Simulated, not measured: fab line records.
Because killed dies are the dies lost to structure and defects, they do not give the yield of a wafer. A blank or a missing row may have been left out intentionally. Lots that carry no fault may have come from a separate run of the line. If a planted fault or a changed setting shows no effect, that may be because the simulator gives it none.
The tool behind it: which one?	flow rit-cmos	14 lots, 42 wafers sampled, at 6 steps of a route of 202

== WHAT THE GAUGES SHOWED, per wafer ==
RIT_GATE_THK_MEAS_07. Usual: GATE_OXIDE_THK gives 3.02 nm (standard deviation 0.075).
lot	measured	on	GATE_OXIDE_THK (nm)	flag
L831	day 2 11:14	film-metro-01	2.83 2.96 2.84	
L832	day 2 14:23	film-metro-03	2.91 2.89 2.97	
L833	day 2 21:22	film-metro-01	3.03 3.01 3.00	
L836	day 3 14:23	film-metro-04	3.02 3.07 3.05	
L837	day 3 16:10	film-metro-03	2.99 3.01 2.99	
L839	day 4 01:12	film-metro-01	3.09 3.02 3.00	
L841	day 4 12:52	film-metro-01	2.99 2.98 2.98	
L842	day 4 17:03	film-metro-04	2.95 2.91 2.96	
L844	day 5 04:38	film-metro-04	3.12 3.16 3.09	
L846	day 5 16:28	film-metro-01	2.98 3.06 3.04	
L848	day 5 23:30	film-metro-01	2.97 2.92 2.98	
L849	day 6 08:25	film-metro-04	3.19 3.17 3.17	
L851	day 6 14:04	film-metro-04	3.09 3.11 3.06	
L853	day 7 00:14	film-metro-01	3.11 3.02 3.04	

RIT_SDANNEAL_RS_MEAS_04: measures by four-point-probe. Usual: PSD_RS gives 116.0 ohm/sq (standard deviation 0.3).
lot	measured	on	PSD_RS (ohm/sq)	flag
L831	day 3 02:34	film-metro-04	115.6 115.4 115.6	
L832	day 3 07:27	film-metro-04	116.3 116.0 115.7	
L833	day 3 12:50	film-metro-03	115.9 115.5 115.7	
L836	day 4 05:55	film-metro-04	115.8 116.1 115.9	
L837	day 4 07:47	film-metro-03	115.8 115.8 115.9	
L839	day 4 18:33	film-metro-04	115.5 115.8 116.1	
L841	day 5 06:09	film-metro-04	116.3 115.8 115.8	
L842	day 5 09:31	film-metro-04	115.8 115.9 115.6	
L844	day 5 20:58	film-metro-02	116.4 116.1 116.3	
L846	day 6 08:55	film-metro-03	127.9 127.9 127.7 127.3 127.6 127.6	OFF
L848	day 6 16:30	film-metro-03	127.9 127.8 127.8 127.7 127.8 127.9	OFF
L849	day 7 01:37	film-metro-04	116.1 115.7 115.5	
L851	day 7 05:44	film-metro-04	115.7 115.9 115.8	
L853	day 7 15:31	film-metro-02	116.2 116.1 116.0	

RIT_SDANNEAL_RS_MEAS_06: measures by four-point-probe. Usual: PLDD_RS gives 178.6 ohm/sq (standard deviation 0.48).
lot	measured	on	PLDD_RS (ohm/sq)	flag
L831	day 3 02:48	film-metro-04	178.7 178.6 178.8	
L832	day 3 07:41	film-metro-04	178.4 179.0 178.5	
L833	day 3 13:05	film-metro-03	179.6 178.4 178.9	
L836	day 4 06:10	film-metro-04	178.2 178.6 178.7	
L837	day 4 08:02	film-metro-03	178.0 178.2 178.6	
L839	day 4 18:47	film-metro-04	178.6 178.8 179.3	
L841	day 5 06:23	film-metro-04	178.0 177.8 178.0	
L842	day 5 09:46	film-metro-04	178.7 178.9 177.8	
L844	day 5 21:13	film-metro-02	179.1 178.2 178.4	
L846	day 6 11:43	film-metro-03	190.9 190.6 190.6 191.2 190.6 190.9	OFF
L848	day 6 23:47	film-metro-03	190.9 191.4 191.6 190.6 191.4 191.1	OFF
L849	day 7 01:52	film-metro-04	178.1 178.3 178.3	
L851	day 7 05:58	film-metro-04	178.4 178.6 178.9	
L853	day 7 15:46	film-metro-02	179.1 178.6 179.3	

== WHICH TOOL RAN EACH LOT (tool, then ch and the chambers of the sampled wafers, then the start) ==
lot	RIT_NLDD_STRIP_09	RIT_NSD_STRIP_09	RIT_SDANNEAL_RTA_03
L831	plasma-asher-03 ch 0,1, day 2 18:43	plasma-asher-01 ch 0,1, day 3 00:17	rtp-anneal-02 ch 0, day 3 02:29
L832	plasma-asher-04 ch 0,1, day 2 23:39	plasma-asher-01 ch 0,1, day 3 05:21	rtp-anneal-01 ch 0, day 3 07:23
L833	plasma-asher-02 ch 0,1, day 3 05:06	plasma-asher-01 ch 0,1, day 3 10:35	rtp-anneal-02 ch 0, day 3 12:47
L836	plasma-asher-04 ch 0,1, day 3 22:02	plasma-asher-02 ch 0,1, day 4 03:37	rtp-anneal-01 ch 0, day 4 05:51
L837	plasma-asher-04 ch 0,1, day 3 23:52	plasma-asher-04 ch 0,1, day 4 05:43	rtp-anneal-02 ch 0, day 4 07:44
L839	plasma-asher-03 ch 0,1, day 4 09:33	plasma-asher-01 ch 0,1, day 4 16:14	rtp-anneal-02 ch 0, day 4 18:29
L841	plasma-asher-04 ch 1, day 4 20:58	plasma-asher-02 ch 0,1, day 5 04:04	rtp-anneal-02 ch 0, day 5 06:05
L842	plasma-asher-02 ch 0,1, day 5 01:49	plasma-asher-01 ch 0,1, day 5 07:16	rtp-anneal-01 ch 0, day 5 09:28
L844	plasma-asher-04 ch 0,1, day 5 12:51	plasma-asher-02 ch 0,1, day 5 18:23	rtp-anneal-01 ch 0, day 5 20:53
L846	plasma-asher-03 ch 1, day 6 01:10	plasma-asher-04 ch 0,1, day 6 06:39	rtp-anneal-01 ch 0, day 6 08:50
L848	plasma-asher-04 ch 0,1, day 6 08:45	plasma-asher-04 ch 0,1, day 6 14:25	rtp-anneal-01 ch 0, day 6 16:26
L849	plasma-asher-02 ch 0,1, day 6 17:33	plasma-asher-02 ch 0,1, day 6 23:10	rtp-anneal-02 ch 0, day 7 01:34
L851	plasma-asher-04 ch 0,1, day 6 21:56	plasma-asher-04 ch 0,1, day 7 03:37	rtp-anneal-02 ch 0, day 7 05:38
L853	plasma-asher-02 ch 0,1, day 7 07:43	plasma-asher-01 ch 0,1, day 7 13:25	rtp-anneal-02 ch 0, day 7 15:28
- RIT_NLDD_STRIP_09: strips in O2, time 180 s.
- RIT_NSD_STRIP_09: strips in O2, time 180 s.
- RIT_SDANNEAL_RTA_03: time 5 s.

== AS READ BY THE TOOLS THEMSELVES (means over the sampled wafers that have a number; for cases with no such wafer, the mark the record gives instead) ==
RIT_NLDD_STRIP_09. Usual: drypump-motor-current-A at 5.6 A, with a standard deviation of 0.57.
lot	tool	drypump-motor-current-A (A)	flag
L831	plasma-asher-03	6.0	
L832	plasma-asher-04	5.4	
L833	plasma-asher-02	5.4	
L836	plasma-asher-04	5.4	
L837	plasma-asher-04	5.8	
L839	plasma-asher-03	6.0	
L841	plasma-asher-04	6.3	
L842	plasma-asher-02	5.4	
L844	plasma-asher-04	5.4	
L846	plasma-asher-03	6.0	
L848	plasma-asher-04	5.8	
L849	plasma-asher-02	5.4	
L851	plasma-asher-04	5.4	
L853	plasma-asher-02	5.4	

RIT_NSD_STRIP_09. Usual: drypump-motor-current-A at 5.8 A, with a standard deviation of 0.57.
lot	tool	drypump-motor-current-A (A)	flag
L831	plasma-asher-01	6.1	
L832	plasma-asher-01	6.3	
L833	plasma-asher-01	6.2	
L836	plasma-asher-02	5.1	
L837	plasma-asher-04	5.4	
L839	plasma-asher-01	6.1	
L841	plasma-asher-02	5.4	
L842	plasma-asher-01	6.2	
L844	plasma-asher-02	5.4	
L846	plasma-asher-04	5.4	
L848	plasma-asher-04	5.4	
L849	plasma-asher-02	5.0	
L851	plasma-asher-04	5.8	
L853	plasma-asher-01	6.1	

RIT_SDANNEAL_RTA_03. Usual: chamber-o2-ppm 2.001, standard deviation 0.022; ramp-down-c-per-s 171.00, standard deviation 0.033; wafer_temp_C_max 1053.6, standard deviation 1.1.
lot	tool	chamber-o2-ppm	ramp-down-c-per-s	wafer_temp_C_max	flag
L831	rtp-anneal-02	1.983	170.99	1053.5	
L832	rtp-anneal-01	1.996	170.99	1053.0	
L833	rtp-anneal-02	1.997	171.02	1054.0	
L836	rtp-anneal-01	2.017	171.00	1053.0	
L837	rtp-anneal-02	1.993	171.05	1054.0	
L839	rtp-anneal-02	1.994	170.98	1053.1	
L841	rtp-anneal-02	1.992	171.01	1053.9	
L842	rtp-anneal-01	2.007	171.01	1054.2	
L844	rtp-anneal-01	2.025	170.98	1054.4	
L846	rtp-anneal-01	2.027	171.01	1053.8	
L848	rtp-anneal-01	1.988	171.02	1053.0	
L849	rtp-anneal-02	1.965	170.99	1053.5	
L851	rtp-anneal-02	1.995	171.00	1053.0	
L853	rtp-anneal-02	1.982	171.02	1053.6	

== THE ANSWER, worked out from the rows above alone ==
Rule: take the mean of a lot's wafers that have a number; if it is more than 3 standard deviations from the usual mean, the lot is off. A lot without any number at a reading at which 4 lots or more have one is off too. Any other lot the step has rows for is counted as sound. After the gauges, taken in route order, come the tools' own readings; for these a lot's mean is taken, as printed above. At the first step where some lot is off, the reading lying furthest off is the one used; lots without a number count as furthest.
Off: L846, L848, seen at RIT_SDANNEAL_RS_MEAS_04 (PSD_RS).
A tool fits if, at a process step before that reading, it ran every lot that is off, and no sound lot after the first of them. Those tools and the gauges at RIT_SDANNEAL_RS_MEAS_04 are tried in the same way. Undecided on this evidence; 2 tools fit (rtp-anneal-01 at RIT_SDANNEAL_RTA_03, film-metro-03 at RIT_SDANNEAL_RS_MEAS_04).

== WHAT THE SIMULATOR HAD PUT IN ==
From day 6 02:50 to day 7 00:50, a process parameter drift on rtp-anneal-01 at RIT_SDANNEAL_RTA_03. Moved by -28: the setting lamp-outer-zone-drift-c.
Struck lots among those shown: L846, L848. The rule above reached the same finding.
